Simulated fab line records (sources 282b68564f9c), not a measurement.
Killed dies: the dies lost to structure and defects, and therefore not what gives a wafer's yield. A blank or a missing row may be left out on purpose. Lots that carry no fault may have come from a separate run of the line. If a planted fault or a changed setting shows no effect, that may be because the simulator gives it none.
8D (eight disciplines) problem report, filled in by code -- flow rit-cmos -- the parts of the form that need people (team, actions taken, sign-off) are left out

== 1. WHAT IS WRONG ==
Wafers free of any fault read 46.8 nm (standard deviation 0.83) for ACTIVE_OXIDE_THK at RIT_ACTIVE_THK_MEAS_02, against a mean of 51.9 nm on 9 wafers of 3 lots. Relative to the usual mean, that is a shift of +6.2 standard deviations.
Seen first at day 4 10:12 on film-metro-01, wafer L581.4. The record has a number at this step for 45 wafers belonging to 15 lots. Rule for "out" (also "out of limits"): further than 4 standard deviations from the usual mean. The rest of the wafers with a number are treated as sound.

== 2. WHAT THIS IS AND IS NOT ==
question,is,is not
which readings at this step,ACTIVE_OXIDE_THK,-
which lots,"L581, L582, L585","L567, L568, L570, L572, L573, L575, L576, L577, L578, L579, L580, L587"
which wafers of those lots,all that have a number,-
read on which gauges,film-metro-01,"film-metro-02, film-metro-04"
when,from day 4 10:12,up to then (33 sound wafers); but 3 sound wafers of L587 came after

== 3. WHAT RULES OUT EACH SUSPECT ==
Counting: a tool at any process step up to the reading remains a suspect when it ran all the lots that are out and ran no sound lot after the first of those.
- the gauge at RIT_ACTIVE_THK_MEAS_02: kept. All the wafers that are out were read on film-metro-01, and no step on other tools shows them out.
- furnace-04 at RIT_ACTIVE_OXIDATION_01 (target thk 46.8 nm, ox time 3360 s): kept. Every lot that is out went through it, starting with L581 (day 4 08:14), and after that it ran no sound lot; the last sound lot it ran before then is L580 (day 4 03:29).
Left after counting: furnace-04 at RIT_ACTIVE_OXIDATION_01, film-metro-01 at RIT_ACTIVE_THK_MEAS_02.

== 4. THE CAUSE (what the simulator had put in) ==
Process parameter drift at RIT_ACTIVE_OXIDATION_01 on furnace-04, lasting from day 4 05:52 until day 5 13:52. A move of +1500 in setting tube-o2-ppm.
Counting left 2 suspects, and this tool is among them.

== 5. THE EFFECT CHAIN, in route order ==
Rows list readings where the struck wafers' mean (over those with a number) sits beyond 3 standard deviations from the usual. Scope: only readings with a usual standard deviation given in the record; hours: median across lots of the time from each lot's start at the first step in this table that gives one to its start at this step; sigmas: change in usual standard deviations.
hours,step,reading,usual,on struck wafers,change,sigmas
0,RIT_ACTIVE_THK_MEAS_02,ACTIVE_OXIDE_THK,46.8 nm,51.9,+5.1,+6.2
Later measuring or inspecting steps at which every struck wafer that the step has a row for has a number for every such reading, and none has moved that far: RIT_GATE_OVL_MEAS_17, RIT_SILICIDE_RS_MEAS_02, RIT_SILICIDE_THK_MEAS_03.

== 6. WHAT WOULD HAVE CAUGHT IT SOONER ==
Counted from the fault's start at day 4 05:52, it took 4 hours until the first out-of-limits reading at a measuring or inspecting step in this record, taken at day 4 10:12.
No tool reading at RIT_ACTIVE_OXIDATION_01 that has a usual standard deviation in the record was out on any struck wafer, so an alarm limit of 4 standard deviations on those readings would not have fired.
Among the 3 lots that are out, L582, L585 began RIT_ACTIVE_OXIDATION_01 on furnace-04 after day 4 10:12. A hold on the tool at that time would have spared those 2.
